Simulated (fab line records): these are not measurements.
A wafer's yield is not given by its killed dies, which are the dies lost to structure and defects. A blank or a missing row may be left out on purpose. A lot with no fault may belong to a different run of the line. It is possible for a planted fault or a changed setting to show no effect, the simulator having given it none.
Check of tool commonality    flow berkeley-cmos170    54 wafers sampled across 15 lots

== THE REASON FOR OPENING IT ==
Of 15 lots, 3 have the reading NSD_TW flagged at UCB170_NSD_TW_MEAS_10. Wafers without a fault read 4192, standard deviation 43.
Rule: flag the lot when none of its wafers has a number, or when each of its wafers that has one lies beyond 4 standard deviations from that mean. The other lots count as sound.

lot   measured      on             NSD_TW, wafer by wafer  flag
L185  day 7 19:27   film-metro-04  4265 4242 4273          
L196  day 9 22:15   film-metro-02  30 30 30 30 30 30       FLAGGED
L194  day 9 22:20   film-metro-04  30 30 30 30 30 30       FLAGGED
L199  day 10 15:52  film-metro-01  4169 4160 4137          
L195  day 10 15:59  film-metro-04  30 30 30 30 30 30       FLAGGED
L198  day 10 16:09  film-metro-01  4161 4152 4141          
L197  day 10 16:23  film-metro-04  4227 4229 4240          
L201  day 11 04:40  film-metro-04  4227 4214 4238          
L202  day 11 23:01  film-metro-04  4227 4225 4261          
L207  day 12 09:19  film-metro-04  4264 4251 4244          
L203  day 12 09:22  film-metro-02  4138 4163 4124          
L205  day 12 10:07  film-metro-01  4156 4199 4139          
L206  day 12 10:23  film-metro-01  4140 4154 4137          
L204  day 12 10:47  film-metro-01  4141 4163 4152          
L208  day 12 18:11  film-metro-01  4126 4167 4147          
Average over the flagged lots: 30; offset from the usual -4162, equal to -97 standard deviations.

== WHICH TOOL EACH LOT WENT THROUGH ==
Before the reading, the record contains 2 process steps out of a 331-step route. Every cell lists first the tool, next ch and the chambers used by the sampled wafers, and last the start.
lot   flag     UCB170_PSD_STRIP_09                   UCB170_NSD_STRIP_09
L185           plasma-asher-02 ch 0,1, day 7 17:07   plasma-asher-04 ch 0,1, day 7 19:20
L196  FLAGGED  plasma-asher-03 ch 0,1, day 9 19:04   plasma-asher-02 ch 0,1, day 9 22:08
L194  FLAGGED  plasma-asher-02 ch 0,1, day 9 19:18   plasma-asher-01 ch 0,1, day 9 22:13
L199           plasma-asher-04 ch 0,1, day 10 13:41  plasma-asher-02 ch 1, day 10 15:46
L195  FLAGGED  plasma-asher-02 ch 0,1, day 10 13:48  plasma-asher-01 ch 0,1, day 10 15:53
L198           plasma-asher-03 ch 0,1, day 10 14:04  plasma-asher-04 ch 0,1, day 10 16:02
L197           plasma-asher-04 ch 0,1, day 10 14:16  plasma-asher-01 ch 0,1, day 10 16:17
L201           plasma-asher-04 ch 0,1, day 11 02:58  plasma-asher-01 ch 0,1, day 11 04:34
L202           plasma-asher-03 ch 0,1, day 11 21:04  plasma-asher-02 ch 0,1, day 11 22:55
L207           plasma-asher-02 ch 0,1, day 12 07:02  plasma-asher-02 ch 0,1, day 12 09:13
L203           plasma-asher-04 ch 0,1, day 12 07:10  plasma-asher-04 ch 0,1, day 12 09:16
L205           plasma-asher-02 ch 0,1, day 12 07:19  plasma-asher-01 ch 0,1, day 12 10:01
L206           plasma-asher-04 ch 0,1, day 12 07:26  plasma-asher-02 ch 0,1, day 12 10:17
L204           plasma-asher-03 ch 0,1, day 12 07:28  plasma-asher-01 ch 0,1, day 12 10:34
L208           plasma-asher-03 ch 0,1, day 12 15:53  plasma-asher-02 ch 0,1, day 12 18:04
What these steps do:
- UCB170_PSD_STRIP_09: strips in O2.
- UCB170_NSD_STRIP_09: strips in O2.
- UCB170_NSD_TW_MEAS_10

== FLAGGED AGAINST TOTAL, ONE TOOL AT A TIME (gauges that did the reading follow at the end) ==
step                   tool             lots run  flagged  share of the flagged lots  sound lots run after its first flagged lot
UCB170_PSD_STRIP_09    plasma-asher-02  5         2        some                       2 (L207,L205)
UCB170_PSD_STRIP_09    plasma-asher-03  5         1        some                       4 (L198,L202,L204,L208)
UCB170_PSD_STRIP_09    plasma-asher-04  5         0        none                       -
UCB170_NSD_STRIP_09    plasma-asher-01  6         2        some                       4 (L197,L201,L205,L204)
UCB170_NSD_STRIP_09    plasma-asher-02  6         1        some                       5 (L199,L202,L207,L206,L208)
UCB170_NSD_STRIP_09    plasma-asher-04  3         0        none                       -
UCB170_NSD_TW_MEAS_10  film-metro-01    6         0        none                       -
UCB170_NSD_TW_MEAS_10  film-metro-02    2         1        some                       1 (L203)
UCB170_NSD_TW_MEAS_10  film-metro-04    7         2        some                       4 (L197,L201,L202,L207)

== THE TABLE: WHAT IT ALLOWS ==
No row of the table ran every flagged lot.

== WHAT WAS PUT IN BY THE SIMULATOR ==
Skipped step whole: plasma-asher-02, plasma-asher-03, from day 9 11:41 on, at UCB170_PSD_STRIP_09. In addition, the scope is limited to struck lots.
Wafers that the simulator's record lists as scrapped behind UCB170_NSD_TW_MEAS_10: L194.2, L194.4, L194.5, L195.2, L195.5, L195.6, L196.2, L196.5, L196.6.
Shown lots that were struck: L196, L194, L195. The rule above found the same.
